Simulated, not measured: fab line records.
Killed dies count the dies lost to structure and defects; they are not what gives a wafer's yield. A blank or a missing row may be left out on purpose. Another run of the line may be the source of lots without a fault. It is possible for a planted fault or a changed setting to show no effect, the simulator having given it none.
Check for tools in common / flow rit-cmos / 13 lots and 45 wafers in the sample

== WHY THIS WAS OPENED ==
Of 13 lots, 2 have the reading SILICIDE_TI_THK flagged at RIT_SILICIDE_THK_MEAS_03. Wafers without a fault read 31.32 nm, standard deviation 0.29.
Rule: a lot is flagged when every wafer of it that has a number lies more than 4 standard deviations from that mean, or none has a number. All remaining lots are regarded as sound.

lot=L926; measured=day 3 01:34; on=film-metro-04; SILICIDE_TI_THK (nm), wafer by wafer=31.34 31.08 31.53; flag=
lot=L927; measured=day 3 06:38; on=film-metro-04; SILICIDE_TI_THK (nm), wafer by wafer=31.64 31.66 31.60; flag=
lot=L928; measured=day 3 13:04; on=film-metro-04; SILICIDE_TI_THK (nm), wafer by wafer=31.03 31.20 31.41; flag=
lot=L929; measured=day 3 17:59; on=film-metro-01; SILICIDE_TI_THK (nm), wafer by wafer=31.24 31.42 31.48; flag=
lot=L930; measured=day 3 23:44; on=film-metro-02; SILICIDE_TI_THK (nm), wafer by wafer=31.67 31.81 31.54; flag=
lot=L931; measured=day 4 04:23; on=film-metro-01; SILICIDE_TI_THK (nm), wafer by wafer=31.58 31.28 31.71; flag=
lot=L932; measured=day 4 07:31; on=film-metro-04; SILICIDE_TI_THK (nm), wafer by wafer=30.96 30.84 31.34; flag=
lot=L933; measured=day 4 13:58; on=film-metro-04; SILICIDE_TI_THK (nm), wafer by wafer=30.93 30.97 30.97; flag=
lot=L944; measured=day 6 22:14; on=film-metro-01; SILICIDE_TI_THK (nm), wafer by wafer=32.59 32.81 33.11 32.87 32.88 32.97; flag=FLAGGED
lot=L945; measured=day 7 07:05; on=film-metro-01; SILICIDE_TI_THK (nm), wafer by wafer=33.17 33.13 33.05 33.17 33.23 33.28; flag=FLAGGED
lot=L946; measured=day 7 12:24; on=film-metro-04; SILICIDE_TI_THK (nm), wafer by wafer=31.69 31.39 31.34; flag=
lot=L947; measured=day 7 14:46; on=film-metro-04; SILICIDE_TI_THK (nm), wafer by wafer=31.72 31.64 31.37; flag=
lot=L949; measured=day 7 23:51; on=film-metro-02; SILICIDE_TI_THK (nm), wafer by wafer=31.80 31.88 31.64; flag=
Average over the flagged lots: 33.02 nm; offset from the usual +1.70 nm, equal to +6 standard deviations.

== EACH LOT AND THE TOOL IT RAN ON ==
The record holds 0 process steps before the reading, out of a route of 202 steps. Every cell lists first the tool, next ch and the chambers used by the sampled wafers, and last the start.
lot=L926 flag=
lot=L927 flag=
lot=L928 flag=
lot=L929 flag=
lot=L930 flag=
lot=L931 flag=
lot=L932 flag=
lot=L933 flag=
lot=L944 flag=FLAGGED
lot=L945 flag=FLAGGED
lot=L946 flag=
lot=L947 flag=
lot=L949 flag=
These steps, and what they do:
- RIT_SILICIDE_THK_MEAS_03: measures by xrf.

== FLAGGED AGAINST TOTAL, ONE TOOL AT A TIME (gauges that did the reading follow at the end) ==
step=RIT_SILICIDE_THK_MEAS_03; tool=film-metro-01; lots run=4; flagged=2; share of the flagged lots=all; sound lots run after its first flagged lot=0
step=RIT_SILICIDE_THK_MEAS_03; tool=film-metro-02; lots run=2; flagged=0; share of the flagged lots=none; sound lots run after its first flagged lot=-
step=RIT_SILICIDE_THK_MEAS_03; tool=film-metro-04; lots run=7; flagged=0; share of the flagged lots=none; sound lots run after its first flagged lot=-

== WHAT THE TABLE PERMITS ==
All flagged lots share 1 row of the table, namely film-metro-01 at RIT_SILICIDE_THK_MEAS_03.
- film-metro-01 at RIT_SILICIDE_THK_MEAS_03 ran 4 lots, 2 of them flagged. It ran its last sound lot, L931, at day 4 04:23 and its first flagged lot, L944, at day 6 22:14: a fault with its onset between the two fits.
Left over: one tool, film-metro-01 at RIT_SILICIDE_THK_MEAS_03.

== WHAT THE SIMULATOR PUT IN ==
Metrology matching offset: film-metro-01, from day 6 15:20 on, at RIT_SILICIDE_THK_MEAS_03. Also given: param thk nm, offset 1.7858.
Shown lots that were struck: L944, L945. The rule above found the same.
